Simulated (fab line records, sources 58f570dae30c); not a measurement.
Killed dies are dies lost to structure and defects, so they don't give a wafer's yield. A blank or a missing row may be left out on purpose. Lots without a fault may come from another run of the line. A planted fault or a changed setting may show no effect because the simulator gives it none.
Which tool did it? | flow berkeley_cmos170 | 15 lots, 45 wafers sampled, at 5 steps of a route of 331

WHAT THE GAUGES READ, wafer by wafer
UCB170_START_THK_MEAS_03.
lot  | measured    | on            | START_OXIDE_THK (nm)
L153 | day 1 12:01 | film_metro-02 | 20.2 19.9 20.1
L154 | day 1 20:02 | film_metro-04 | 20.1 20.1 20.1
L156 | day 2 05:16 | film_metro-02 | 20.3 20.2 20.3
L157 | day 2 11:04 | film_metro-04 | 19.8 19.8 19.5
L158 | day 2 16:30 | film_metro-04 | 20.2 19.7 20.0
L160 | day 3 02:30 | film_metro-04 | 19.4 19.9 20.0
L161 | day 3 07:04 | film_metro-01 | 19.6 19.6 19.6
L162 | day 3 14:14 | film_metro-02 | 19.4 19.3 19.2
L168 | day 4 16:46 | film_metro-01 | 20.0 19.8 19.9
L171 | day 5 07:22 | film_metro-04 | 19.6 19.8 19.5
L172 | day 5 12:02 | film_metro-02 | 19.6 19.5 19.5
L173 | day 5 16:35 | film_metro-01 | 20.1 20.0 20.6
L174 | day 5 23:22 | film_metro-04 | 20.5 20.5 20.9
L175 | day 6 06:02 | film_metro-02 | 19.4 19.6 19.5
L176 | day 6 07:19 | film_metro-01 | 20.0 19.5 19.6

UCB170_NWELL_TW_MEAS_16.
lot  | measured    | on            | NWELL_TW
L153 | day 2 06:56 | film_metro-01 | 1231 1229 1226
L154 | day 2 16:46 | film_metro-04 | 1254 1249 1251
L156 | day 3 01:21 | film_metro-01 | 1221 1232 1226
L157 | day 3 07:46 | film_metro-03 | 1235 1244 1236
L158 | day 3 12:46 | film_metro-03 | 1233 1237 1242
L160 | day 4 01:05 | film_metro-04 | 1246 1243 1242
L161 | day 4 06:22 | film_metro-03 | 1233 1234 1236
L162 | day 4 08:49 | film_metro-03 | 1232 1241 1241
L168 | day 5 10:18 | film_metro-03 | 1442 1447 1438 1444 1439 1439
L171 | day 5 23:07 | film_metro-03 | 1237 1229 1228
L172 | day 6 07:49 | film_metro-01 | 1422 1421 1429 1420 1421 1416
L173 | day 6 10:29 | film_metro-04 | 1439 1439 1436 1437 1434 1443
L174 | day 6 16:24 | film_metro-03 | 1233 1243 1244
L175 | day 6 23:38 | film_metro-03 | 1233 1237 1241
L176 | day 6 23:55 | film_metro-01 | 1230 1228 1226

UCB170_SCREENOX_THK_MEAS_02.
lot  | measured     | on            | SCREENOX_OXIDE_THK (nm)
L153 | day 4 22:33  | film_metro-02 | 14.10 13.69 13.86
L154 | day 5 10:32  | film_metro-02 | 14.18 14.39 14.62
L156 | day 6 00:11  | film_metro-04 | 14.03 13.94 13.85
L157 | day 6 08:53  | film_metro-02 | 14.55 14.64 14.52
L158 | day 6 08:53  | film_metro-04 | 14.28 14.04 14.14
L160 | day 6 20:18  | film_metro-04 | 14.44 14.22 14.30
L161 | day 7 08:27  | film_metro-01 | 14.08 14.12 14.32
L162 | day 7 17:43  | film_metro-01 | 14.58 14.62 14.34
L168 | day 8 14:44  | film_metro-01 | 14.19 14.55 14.54
L171 | day 9 01:11  | film_metro-01 | 14.78 14.99 14.90
L172 | day 9 13:58  | film_metro-02 | 14.35 14.51 14.16
L173 | day 9 13:58  | film_metro-04 | 14.00 14.38 13.98
L174 | day 10 01:04 | film_metro-01 | 14.52 14.60 14.59
L175 | day 10 01:04 | film_metro-02 | 14.50 14.43 14.31
L176 | day 10 01:04 | film_metro-04 | 14.86 14.78 14.84

UCB170_PVT_OVL_MEAS_06.
lot  | measured     | on         | PVT_OVL (nm)
L153 | day 5 06:50  | overlay-02 | 8 9 7
L154 | day 5 17:15  | overlay-01 | -1 -6 -4
L156 | day 6 07:05  | overlay-01 | -2 0 -1
L157 | day 6 16:44  | overlay-01 | -6 -3 1
L158 | day 6 17:04  | overlay-01 | 9 11 5
L160 | day 7 05:48  | overlay-01 | 5 -5 -3
L161 | day 7 16:13  | overlay-01 | 3 -4 10
L162 | day 8 04:26  | overlay-01 | 4 0 3
L168 | day 8 23:42  | overlay-01 | 11 12 12
L171 | day 9 10:23  | overlay-02 | -5 1 7
L172 | day 9 21:29  | overlay-02 | -3 0 -3
L173 | day 9 21:46  | overlay-02 | 7 2 6
L174 | day 10 07:43 | overlay-02 | 3 5 17
L175 | day 10 07:54 | overlay-01 | 4 7 0
L176 | day 10 08:01 | overlay-02 | 15 2 6

WHICH TOOL RAN EACH LOT (tool, then ch and the chambers of the sampled wafers, then the start)
lot  | UCB170_NWELL_IMPLANT_14
L153 | implanter-01 ch 0, day 2 06:41
L154 | implanter-02 ch 0, day 2 16:31
L156 | implanter-01 ch 0, day 3 01:06
L157 | implanter-01 ch 0, day 3 07:31
L158 | implanter-01 ch 0, day 3 12:31
L160 | implanter-01 ch 0, day 4 00:50
L161 | implanter-01 ch 0, day 4 06:07
L162 | implanter-03 ch 0, day 4 08:34
L168 | implanter-02 ch 0, day 5 10:04
L171 | implanter-03 ch 0, day 5 22:52
L172 | implanter-02 ch 0, day 6 07:35
L173 | implanter-02 ch 0, day 6 10:15
L174 | implanter-03 ch 0, day 6 16:10
L175 | implanter-03 ch 0, day 6 23:25
L176 | implanter-01 ch 0, day 6 23:42
- UCB170_NWELL_IMPLANT_14

WHAT THE TOOLS THEMSELVES READ (means of the sampled wafers that have a number; where no wafer has one, the mark that the record gives instead)
UCB170_NWELL_IMPLANT_14.
lot  | tool         | dose_ions_cm2 | faraday_current_uA
L153 | implanter-01 | 1e+13         | 32.0
L154 | implanter-02 | 1e+13         | 32.2
L156 | implanter-01 | 1e+13         | 31.5
L157 | implanter-01 | 1e+13         | 31.5
L158 | implanter-01 | 1e+13         | 32.4
L160 | implanter-01 | 1e+13         | 31.9
L161 | implanter-01 | 1e+13         | 30.9
L162 | implanter-03 | 1e+13         | 31.4
L168 | implanter-02 | 2e+13         | 50.7
L171 | implanter-03 | 1e+13         | 32.2
L172 | implanter-02 | 2e+13         | 50.7
L173 | implanter-02 | 2e+13         | 50.1
L174 | implanter-03 | 1e+13         | 31.8
L175 | implanter-03 | 1e+13         | 31.4
L176 | implanter-01 | 1e+13         | 31.7

THE ANSWER, worked out from the rows above alone
Rule: what is usual is taken from the lots themselves. Put in order of their means at a reading, lots are off if they are a third of the lots or fewer, leave a main group of 4 or more, and stand apart from it by a gap of 3 or more times the standard deviation of the main group's means; of several such gaps the widest counts. A main group whose means are all the same, to the digits that the tables above print for the reading, isn't used. A lot without any number at a reading at which 4 lots or more have one is off too. The other lots that the step has rows for count as sound. The gauges are gone through in route order, then the tools' own readings, and for those a lot's mean is taken as printed above. The first step at which some lot is off is used, and at that step the reading that is off furthest; a lot without a number counts as furthest.
Off: L168, L172, L173, at UCB170_NWELL_TW_MEAS_16 (NWELL_TW). The main group: mean 1236, standard deviation 6.8.
A tool fits if, at a process step before that reading, it ran every lot that is off, and no sound lot after the first of them. The gauges at UCB170_NWELL_TW_MEAS_16 aren't tried: what is off there is off at UCB170_NWELL_IMPLANT_14 too, on other tools, and a gauge's error can't cause that. One fits: implanter-02 at UCB170_NWELL_IMPLANT_14. Its last sound lot is L154 (day 2 16:31), its first lot that is off L168 (day 5 10:04): a fault that began between those two fits.
The tool's own readings at UCB170_NWELL_IMPLANT_14 bear it out: on the lots that are off they differ by more than 5 times the standard deviation of the sound lots' means. dose_ions_cm2 reads 2e+13 there against 1e+13 on the sound lots; faraday_current_uA reads 50.5 there against 31.7 on the sound lots.

WHAT THE SIMULATOR HAD PUT IN
Process parameter drift: implanter-02, from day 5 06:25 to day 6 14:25, at UCB170_NWELL_IMPLANT_14. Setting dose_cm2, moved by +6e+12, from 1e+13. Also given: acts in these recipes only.
Lots struck among those shown: L168, L172, L173. The rule above found the same.
